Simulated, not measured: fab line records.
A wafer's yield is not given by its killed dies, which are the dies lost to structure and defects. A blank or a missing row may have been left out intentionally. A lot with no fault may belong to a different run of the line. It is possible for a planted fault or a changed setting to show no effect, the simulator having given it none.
A lot that was struck, set against a sound lot | flow berkeley cmos170 | 19 out of 331 route steps
Sound: the wafers L867.1, L867.2, L867.5. Wafers L882.1, L882.3, L882.5 were the ones struck. At the end, the cause is stated.
Per side, at each step with rows, come the tool, then ch with its chambers, and then its first start. Under that, the readings that differ: sound wafers | struck wafers | difference of the means | sigmas: that difference in standard deviations of wafers without a fault.
alike: a reading whose means differ by less than 2 such deviations, as well as words and numbers matching on both sides. not compared: withheld readings; readings where some wafer has no value; bounds like >300 that might hide an equal value; numbers whose values overlap and for which the record gives no deviation.
Wherever a step has rows on one side only, a row that says differs or no value, or a row with sigmas, the two part there. Numbers that don't overlap but have no deviation are shown without sigmas and don't part them. A reading missing from all wafers of one side parts the sides only when that side holds two or more wafers.

first, 4 steps without rows for these wafers: UCB170_PLDD_SOFTBAKE_02 (time 60 s); UCB170_PLDD_EXPOSE_03 (exposes mask PSELECT, target cd 1200 nm); UCB170_PLDD_PEB_04; UCB170_PLDD_DEVELOP_05 (develop time 45 s).
UCB170_PLDD_CD_MEAS_06: the cd target is 1200 nm.
  sound on cd sem-02 at day 7 01:05; struck on cd sem-02 at day 10 12:41
  alike: cd nm
UCB170_PLDD_OVL_MEAS_07:
  sound on overlay-02 at day 7 01:12; struck on overlay-01 at day 10 12:49
  alike: PLDD_OVL
then, 2 steps without rows for these wafers: UCB170_PLDD_IMPLANT_08; UCB170_PLDD_IMPLANT_09.
UCB170_PLDD_STRIP_10: strips in O2.
  sound on plasma asher-01 ch 0,1, day 7 01:32; struck on plasma asher-03 ch 0, day 10 13:09
  reading                     | sound       | struck      | difference | sigmas
  drypump motor current A (A) | 6.1 6.4 6.3 | 5.2 5.2 5.2 | -1.1       | -2
  alike: oes product au, strip time to endpoint s
  not compared: rf hours counter h
UCB170_PLDD_TW_MEAS_11:
  sound on film metro-03 at day 7 01:38; struck on film metro-01 at day 10 13:15
  alike: PLDD_TW
then, 2 steps without rows for these wafers: UCB170_PLDD_CLEAN_12 (cleans in SPM, time 600 s); UCB170_NLDD_HMDS_00 (prime time 60 s).
UCB170_NLDD_COAT_01: resist thk 900 nm.
  sound on litho track-04 ch 0, day 7 02:19; struck on litho track-03, day 10 13:38
  no value came back on the struck wafers for chill plate temp C (C), dispense pressure kPa (kPa); on the sound wafers chill plate temp C (C) reads 23.14 23.11 23.24
then, 4 steps without rows for these wafers: UCB170_NLDD_SOFTBAKE_02 (time 60 s); UCB170_NLDD_EXPOSE_03 (exposes mask NSELECT, target cd 1200 nm); UCB170_NLDD_PEB_04; UCB170_NLDD_DEVELOP_05 (develop time 45 s).
UCB170_NLDD_CD_MEAS_06: the cd target is 1200 nm.
  sound on cd sem-02 at day 7 03:31; struck on cd sem-01 at day 10 14:40
  reading    | sound                | struck | difference                    | sigmas
  cd nm (nm) | 1201.7 1202.3 1203.0 | - - -  | no value on the struck wafers |
UCB170_NLDD_OVL_MEAS_07:
  sound on overlay-02 at day 7 03:38; struck on overlay-02 at day 10 14:47
  reading       | sound  | struck | difference                    | sigmas
  NLDD_OVL (nm) | -8 0 0 | - - -  | no value on the struck wafers |

WHERE THEY PART
Earliest at UCB170_PLDD_STRIP_10; latest, in this record, at UCB170_NLDD_OVL_MEAS_07.

WHY: what had been put in by the simulator
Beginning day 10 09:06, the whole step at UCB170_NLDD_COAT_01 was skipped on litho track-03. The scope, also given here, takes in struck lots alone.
